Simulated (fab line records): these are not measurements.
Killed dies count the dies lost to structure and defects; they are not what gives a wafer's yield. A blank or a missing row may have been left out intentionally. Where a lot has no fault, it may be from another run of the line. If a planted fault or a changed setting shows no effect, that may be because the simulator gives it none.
2 desks, one fault || flow berkeley_cmos170 || each desk has only its own numbers; what lay behind them comes last

== METROLOGY DESK ==
What the gauges read for every lot (on any tool): the sampled wafers with a number, averaged. A lot is out of limits, marked OUT, if its mean lies more than 4 standard deviations from the usual mean; the brackets give that distance. Readings shown: 7 of its 9, picked as those furthest out on some lot.
Columns: A = PWELL_OVL at UCB170_PWELL_OVL_MEAS_13, usual 3 nm; B = WELLDRIVE_OXIDE_THK at UCB170_WELLDRIVE_THK_MEAS_02, usual 198 nm; C = ACTIVE_OXIDE_THK at UCB170_ACTIVE_THK_MEAS_03, usual 26.5 nm; D = ACTIVE_NITRIDE_THK at UCB170_ACTIVE_THK_MEAS_06, usual 221.0 nm; E = ACTIVE_OVL at UCB170_ACTIVE_OVL_MEAS_14, usual 3 nm; F = cd_nm at UCB170_ACTIVE_CD_MEAS_90, usual 1200.0 nm; G = PFIELD_OVL at UCB170_PFIELD_OVL_MEAS_06, usual 1 nm
{"lot": "L175", "first seen here": "day 3 10:53", "A": 15, "B": 197, "C": 26.3, "D": 220.4, "E": 9, "F": 1200.0, "G": 7}
{"lot": "L182", "first seen here": "day 4 22:05", "A": -3, "B": 198, "C": 26.7, "D": 219.2, "E": 8, "F": 1199.2, "G": 5}
{"lot": "L183", "first seen here": "day 5 09:08", "A": 2, "B": 205, "C": 26.7, "D": 221.4, "E": 2, "F": 1199.1, "G": 2}
{"lot": "L190", "first seen here": "day 6 22:05", "A": 7, "B": 196, "C": 27.1, "D": 222.6, "E": 3, "F": 1200.3, "G": -4}
{"lot": "L195", "first seen here": "day 8 05:08", "A": 5, "B": 200, "C": 26.4, "D": 223.8, "E": 9, "F": 1201.5, "G": -10}
{"lot": "L194", "first seen here": "day 8 05:09", "A": 3, "B": 200, "C": 26.6, "D": 221.0, "E": 1, "F": 1199.0, "G": 1}
Result from this desk: across the 6 lots, nothing is out of limits.

== DESK OF THE TOOL OWNER: furnace-01 ==
The tool's own readings at UCB170_WELLDRIVE_OXIDATION_01 (target thk 199 nm, ox time 9000 s): means of the sampled wafers that have a number, for each lot that ran on this tool. A lot is out of limits, marked OUT, if its mean lies more than 4 standard deviations from the usual mean; the brackets give that distance.
Columns: A = spike_tc_source_C at UCB170_WELLDRIVE_OXIDATION_01, usual 1125.8 C; B = zone_power_load_pct at UCB170_WELLDRIVE_OXIDATION_01, usual 43.4 %
{"lot": "L175", "first seen here": "day 3 17:56", "A": 1126.8, "B": 44.1}
{"lot": "L182", "first seen here": "day 5 07:25", "A": 1128.6, "B": 44.4}
{"lot": "L183", "first seen here": "day 5 15:11", "A": 1128.3, "B": 44.7}
Result from this desk: across the 3 lots, nothing is out of limits.

== PUT TOGETHER ==
From the metrology desk's view, nothing was out of limits.
The desk of the tool owner found nothing out of limits.

== WHAT THE SIMULATOR PUT IN ==
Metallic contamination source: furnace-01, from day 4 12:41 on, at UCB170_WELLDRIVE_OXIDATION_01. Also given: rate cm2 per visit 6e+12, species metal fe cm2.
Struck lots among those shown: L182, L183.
